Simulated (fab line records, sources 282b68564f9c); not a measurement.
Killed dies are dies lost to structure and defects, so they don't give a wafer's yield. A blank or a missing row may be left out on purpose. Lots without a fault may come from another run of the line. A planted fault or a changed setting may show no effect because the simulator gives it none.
Split-lot experiment | flow rit_cmos | 5 lots, 23 wafers read, on a route of 202 steps

THE SPLIT
At RIT_ACTIVE_CVD_03 (deposits Si3N4 from SiH2Cl2/NH3, target thk 150 nm, time 1500 s), the setting sih2cl2_flow_sccm was moved away from the recipe's 60 sccm on 20 of the 23 wafers read, by -11.0% to +12.5%. The other wafers ran this setting at the recipe's value.

The reading is taken at the split's own step.

THE READING
Si3N4_of_ACTIVE_CVD_03.thk_nm (the simulator's own value, which no gauge read), in nm, at RIT_ACTIVE_CVD_03 (deposits Si3N4 from SiH2Cl2/NH3, target thk 150 nm, time 1500 s). The file gives no usual value for it. The 3 wafers here that ran the recipe average 149.2 nm, standard deviation 0.78 nm.

wafer  | tool, chamber at the split | sih2cl2_flow_sccm as run, sccm | against the recipe | Si3N4_of_ACTIVE_CVD_03.thk_nm, nm | against lot-mates on the recipe
L074.1 | -, -                       | 53.39                          | -11.0%             | 149.1                             | no lot-mate on the recipe
L074.2 | -, -                       | 53.39                          | -11.0%             | 147.1                             | no lot-mate on the recipe
L074.3 | -, -                       | 53.39                          | -11.0%             | 147.6                             | no lot-mate on the recipe
L074.5 | -, -                       | 53.39                          | -11.0%             | 147.6                             | no lot-mate on the recipe
L074.6 | -, -                       | 53.39                          | -11.0%             | 147.5                             | no lot-mate on the recipe
L075.2 | -, -                       | 65.26                          | +8.8%              | 151.2                             | no lot-mate on the recipe
L075.3 | -, -                       | 65.26                          | +8.8%              | 151                               | no lot-mate on the recipe
L075.4 | -, -                       | 65.26                          | +8.8%              | 149.9                             | no lot-mate on the recipe
L075.5 | -, -                       | 65.26                          | +8.8%              | 150.1                             | no lot-mate on the recipe
L075.6 | -, -                       | 65.26                          | +8.8%              | 150.5                             | no lot-mate on the recipe
L083.2 | -, -                       | 67.52                          | +12.5%             | 153.5                             | no lot-mate on the recipe
L083.3 | -, -                       | 67.52                          | +12.5%             | 154.6                             | no lot-mate on the recipe
L083.4 | -, -                       | 67.52                          | +12.5%             | 153.3                             | no lot-mate on the recipe
L083.5 | -, -                       | 67.52                          | +12.5%             | 154.4                             | no lot-mate on the recipe
L083.6 | -, -                       | 67.52                          | +12.5%             | 154.7                             | no lot-mate on the recipe
L084.1 | -, -                       | 57.34                          | -4.4%              | 148.7                             | no lot-mate on the recipe
L084.2 | -, -                       | 57.34                          | -4.4%              | 149.1                             | no lot-mate on the recipe
L084.3 | -, -                       | 57.34                          | -4.4%              | 148                               | no lot-mate on the recipe
L084.4 | -, -                       | 57.34                          | -4.4%              | 148.5                             | no lot-mate on the recipe
L084.5 | -, -                       | 57.34                          | -4.4%              | 146.9                             | no lot-mate on the recipe
L085.2 | lpcvd-02, 0                | 60                             | recipe             | 149.4                             | -
L085.4 | lpcvd-02, 0                | 60                             | recipe             | 148.2                             | -
L085.6 | lpcvd-02, 0                | 60                             | recipe             | 150.1                             | -

THE FIT
A straight line over all 23 wafers: Si3N4_of_ACTIVE_CVD_03.thk_nm changes by +0.24 nm for each +1% of sih2cl2_flow_sccm; r = +0.88; the points scatter about the line by 1.2 nm.
Too few moved wafers have a lot-mate on the recipe to fit a line with each lot's own level taken away.

THE FILE'S OWN FIT
Si3N4_of_ACTIVE_CVD_03.thk_nm changes by +0.24 nm for each +1% of sih2cl2_flow_sccm, r = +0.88.
